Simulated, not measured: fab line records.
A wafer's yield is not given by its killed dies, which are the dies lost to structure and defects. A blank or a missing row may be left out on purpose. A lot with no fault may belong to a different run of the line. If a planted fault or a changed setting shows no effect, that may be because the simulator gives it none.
Code-filled problem report in 8D (eight disciplines) form | flow berkeley-cmos170 | the parts of the form that need people (team, actions taken, sign-off) are left out

1. THE PROBLEM
PFIELD_TW at UCB170_PFIELD_TW_MEAS_09 reads a mean of 526 on 6 wafers of 2 lots; wafers without a fault read 600 with a standard deviation of 5.2. That puts it -14 standard deviations away from the usual mean.
The first sign was on wafer L541.2 at day 6 10:32, on film-metro-01. The record has a number at this step for 42 wafers belonging to 14 lots. Rule for "out" (also "out of limits"): further than 4 standard deviations from the usual mean. The other wafers with a number count as sound.

2. WHAT IT IS, AND WHAT IT ISN'T
question                    | is                           | is not
which readings at this step | PFIELD_TW                    | -
which lots                  | L541, L546                   | L534, L535, L536, L537, L538, L540, L543, L550, L552, L553, L554, L557
which wafers of those lots  | all that have a number       | -
read on which gauges        | film-metro-01, film-metro-02 | film-metro-04
when                        | from day 6 10:32             | up to then (18 sound wafers); but 18 sound wafers of L543, L550, L552, L553, L554, L557 came after

3. SUSPECTS, AND WHAT RULES EACH OUT
Counting: a tool at a process step up to the reading stays a suspect if it ran every lot that is out and no sound lot after the first of them.
- the gauge at UCB170_PFIELD_TW_MEAS_09 has been ruled out. Those wafers that are out were read across 2 gauges (film-metro-01, film-metro-02).
- implanter-04 at UCB170_PFIELD_IMPLANT_07: kept. It processed each lot that is out, first L541 at day 6 10:17, and no sound lot thereafter; up to then, the last sound lot it processed was L540 at day 6 01:42. Out on those wafers are its own readings of dose-ions-cm2, faraday-current-uA.
The count leaves implanter-04 at UCB170_PFIELD_IMPLANT_07.

4. THE CAUSE (what the simulator had put in)
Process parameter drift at UCB170_PFIELD_IMPLANT_07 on implanter-04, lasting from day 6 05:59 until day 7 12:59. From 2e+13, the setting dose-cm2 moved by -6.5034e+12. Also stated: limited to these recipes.
After counting, this tool was the only one left.

5. THE CHAIN OF EFFECTS, in route order
Each row: a reading whose mean over the struck wafers that have a number lies more than 3 standard deviations from the usual. Only readings whose record carries a usual standard deviation are examined. hours: median over the lots of the time between each lot's start at the first step of this table that gives one and its start at this step. sigmas: the change, counted in usual standard deviations.
hours | step                     | reading            | usual      | on struck wafers | change      | sigmas
0     | UCB170_PFIELD_IMPLANT_07 | dose-ions-cm2      | 2.0001e+13 | 1.3479e+13       | -6.5217e+12 | -99 or more
0     | UCB170_PFIELD_IMPLANT_07 | faraday-current-uA | 63.4       | 42.6             | -20.8       | -17
0     | UCB170_PFIELD_TW_MEAS_09 | PFIELD_TW          | 600        | 526              | -74         | -14
Here are the process steps it includes:
- UCB170_PFIELD_IMPLANT_07
Later measuring or inspecting steps at which every struck wafer that the step has a row for has a number for every such reading, and none has moved that far: UCB170_FIELD_THK_MEAS_90.

6. HOW IT WOULD HAVE BEEN CAUGHT EARLIER
The first out-of-limits reading at a measuring or inspecting step in this record came at day 6 10:32, 5 hours after the fault's start at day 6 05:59.
The tool's own readings at UCB170_PFIELD_IMPLANT_07 were out on every struck wafer that the step has a row for (dose-ions-cm2, faraday-current-uA): an alarm limit on them would have fired on the first of those.
Among the 2 lots that are out, L546 began UCB170_PFIELD_IMPLANT_07 on implanter-04 after day 6 10:32. It would have been spared by a hold on the tool at that moment.
